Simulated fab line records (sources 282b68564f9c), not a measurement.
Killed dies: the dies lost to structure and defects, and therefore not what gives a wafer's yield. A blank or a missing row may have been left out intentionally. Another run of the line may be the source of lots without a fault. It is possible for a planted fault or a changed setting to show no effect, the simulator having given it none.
Which tool is to blame? || flow rit_cmos || Sampling: 14 lots, 42 wafers, 2 of 202 route steps

WHAT THE GAUGES READ, wafer by wafer
The record lacks any reading of a measuring or inspecting step that a usual standard deviation could be used to judge.

WHICH TOOL RAN EACH LOT (tool, then ch and the chambers of the sampled wafers, then the start)
{"lot": "L614", "RIT_PRETRO_STRIP_09": "plasma_asher-02 ch 0,1, day 2 09:20", "RIT_M1_PROBE_99": "-"}
{"lot": "L615", "RIT_PRETRO_STRIP_09": "plasma_asher-02 ch 0,1, day 2 13:39", "RIT_M1_PROBE_99": "-"}
{"lot": "L617", "RIT_PRETRO_STRIP_09": "plasma_asher-04 ch 0,1, day 3 01:13", "RIT_M1_PROBE_99": "-"}
{"lot": "L618", "RIT_PRETRO_STRIP_09": "plasma_asher-03 ch 0,1, day 3 08:36", "RIT_M1_PROBE_99": "-"}
{"lot": "L619", "RIT_PRETRO_STRIP_09": "plasma_asher-02 ch 0,1, day 3 11:20", "RIT_M1_PROBE_99": "-"}
{"lot": "L620", "RIT_PRETRO_STRIP_09": "plasma_asher-02 ch 0,1, day 3 15:08", "RIT_M1_PROBE_99": "-"}
{"lot": "L621", "RIT_PRETRO_STRIP_09": "plasma_asher-02 ch 0,1, day 3 21:04", "RIT_M1_PROBE_99": "-"}
{"lot": "L622", "RIT_PRETRO_STRIP_09": "plasma_asher-03 ch 0,1, day 4 01:49", "RIT_M1_PROBE_99": "prober-01, day 5 03:53"}
{"lot": "L623", "RIT_PRETRO_STRIP_09": "plasma_asher-04 ch 0,1, day 4 04:54", "RIT_M1_PROBE_99": "prober-02, day 5 07:58"}
{"lot": "L628", "RIT_PRETRO_STRIP_09": "plasma_asher-02 ch 0,1, day 5 07:50", "RIT_M1_PROBE_99": "prober-01, day 6 08:52"}
{"lot": "L632", "RIT_PRETRO_STRIP_09": "plasma_asher-04 ch 0,1, day 6 03:45", "RIT_M1_PROBE_99": "prober-01, day 7 11:34"}
{"lot": "L633", "RIT_PRETRO_STRIP_09": "plasma_asher-03 ch 0,1, day 6 07:41", "RIT_M1_PROBE_99": "prober-02, day 7 16:05"}
{"lot": "L636", "RIT_PRETRO_STRIP_09": "plasma_asher-04 ch 0,1, day 7 02:34", "RIT_M1_PROBE_99": "prober-02, day 8 05:17"}
{"lot": "L637", "RIT_PRETRO_STRIP_09": "plasma_asher-03 ch 0,1, day 7 09:06", "RIT_M1_PROBE_99": "-"}
- RIT_PRETRO_STRIP_09: strips in O2, time 180 s.
- RIT_M1_PROBE_99

AS READ BY THE TOOLS THEMSELVES (means over the sampled wafers that have a number; for cases with no such wafer, the mark the record gives instead)
RIT_PRETRO_STRIP_09.
{"lot": "L614", "tool": "plasma_asher-02", "chamber_pressure_mTorr (mTorr)": 3999, "drypump_motor_current_A (A)": 5.2, "rf_refl_power_W (W)": 4.6}
{"lot": "L615", "tool": "plasma_asher-02", "chamber_pressure_mTorr (mTorr)": 4001, "drypump_motor_current_A (A)": 5.6, "rf_refl_power_W (W)": 4.7}
{"lot": "L617", "tool": "plasma_asher-04", "chamber_pressure_mTorr (mTorr)": 3997, "drypump_motor_current_A (A)": 6.0, "rf_refl_power_W (W)": 6.1}
{"lot": "L618", "tool": "plasma_asher-03", "chamber_pressure_mTorr (mTorr)": 3999, "drypump_motor_current_A (A)": 6.3, "rf_refl_power_W (W)": 5.3}
{"lot": "L619", "tool": "plasma_asher-02", "chamber_pressure_mTorr (mTorr)": 3995, "drypump_motor_current_A (A)": 5.2, "rf_refl_power_W (W)": 4.8}
{"lot": "L620", "tool": "plasma_asher-02", "chamber_pressure_mTorr (mTorr)": 3996, "drypump_motor_current_A (A)": 5.2, "rf_refl_power_W (W)": 4.7}
{"lot": "L621", "tool": "plasma_asher-02", "chamber_pressure_mTorr (mTorr)": 3999, "drypump_motor_current_A (A)": 5.2, "rf_refl_power_W (W)": 4.8}
{"lot": "L622", "tool": "plasma_asher-03", "chamber_pressure_mTorr (mTorr)": "-", "drypump_motor_current_A (A)": "-", "rf_refl_power_W (W)": "-"}
{"lot": "L623", "tool": "plasma_asher-04", "chamber_pressure_mTorr (mTorr)": "-", "drypump_motor_current_A (A)": "-", "rf_refl_power_W (W)": "-"}
{"lot": "L628", "tool": "plasma_asher-02", "chamber_pressure_mTorr (mTorr)": 4000, "drypump_motor_current_A (A)": 5.5, "rf_refl_power_W (W)": 4.8}
{"lot": "L632", "tool": "plasma_asher-04", "chamber_pressure_mTorr (mTorr)": 4001, "drypump_motor_current_A (A)": 5.6, "rf_refl_power_W (W)": 5.3}
{"lot": "L633", "tool": "plasma_asher-03", "chamber_pressure_mTorr (mTorr)": 3998, "drypump_motor_current_A (A)": 6.5, "rf_refl_power_W (W)": 5.7}
{"lot": "L636", "tool": "plasma_asher-04", "chamber_pressure_mTorr (mTorr)": 4001, "drypump_motor_current_A (A)": 6.0, "rf_refl_power_W (W)": 6.0}
{"lot": "L637", "tool": "plasma_asher-03", "chamber_pressure_mTorr (mTorr)": 4000, "drypump_motor_current_A (A)": 6.4, "rf_refl_power_W (W)": 5.5}

RIT_M1_PROBE_99.
{"lot": "L622", "tool": "prober-01", "killed_at_contacts": 0.0, "killed_at_front_end": 264, "killed_dies": 264, "killed_on_rim": 70.0, "killed_open": 5.0, "killed_short": 3.3}
{"lot": "L623", "tool": "prober-02", "killed_at_contacts": 0.3, "killed_at_front_end": 264, "killed_dies": 264, "killed_on_rim": 70.0, "killed_open": 2.0, "killed_short": 2.3}
{"lot": "L628", "tool": "prober-01", "killed_at_contacts": 0.3, "killed_at_front_end": 15, "killed_dies": 15, "killed_on_rim": 4.3, "killed_open": 7.0, "killed_short": 8.0}
{"lot": "L632", "tool": "prober-01", "killed_at_contacts": 0.0, "killed_at_front_end": 3, "killed_dies": 3, "killed_on_rim": 1.3, "killed_open": 1.7, "killed_short": 1.0}
{"lot": "L633", "tool": "prober-02", "killed_at_contacts": 0.3, "killed_at_front_end": 9, "killed_dies": 9, "killed_on_rim": 2.3, "killed_open": 4.3, "killed_short": 4.7}
{"lot": "L636", "tool": "prober-02", "killed_at_contacts": 0.3, "killed_at_front_end": 7, "killed_dies": 8, "killed_on_rim": 2.7, "killed_open": 4.3, "killed_short": 3.3}

THE ANSWER, worked out from the rows above alone
Rule: usual is defined by the lots themselves. Put in order of their means at a reading, lots are off if they are a third of the lots or fewer, leave a main group of 4 or more, and stand apart from it by a gap of 3 or more times the standard deviation of the main group's means; of several such gaps the widest counts. The tables above print the reading to a certain number of digits; a main group whose means all agree to those digits is not used. Also off: a lot with no number at a reading for which 4 or more lots have one. The other lots that the step has rows for count as sound. First the gauges in route order, then the tools' own readings, where a lot's mean is used as printed above. The first step at which some lot is off is used, and at that step the reading that is off furthest; a lot without a number counts as furthest.
Off at RIT_PRETRO_STRIP_09 (chamber_pressure_mTorr): L622, L623. Without a number there: L622, L623. Mean 3999 mTorr and standard deviation 1.9 in the main group.
A tool fits if, at that step or a process step before it, it ran every lot that is off, and no sound lot after the first of them. Of those tried, none fits.

WHAT THE SIMULATOR HAD INSERTED
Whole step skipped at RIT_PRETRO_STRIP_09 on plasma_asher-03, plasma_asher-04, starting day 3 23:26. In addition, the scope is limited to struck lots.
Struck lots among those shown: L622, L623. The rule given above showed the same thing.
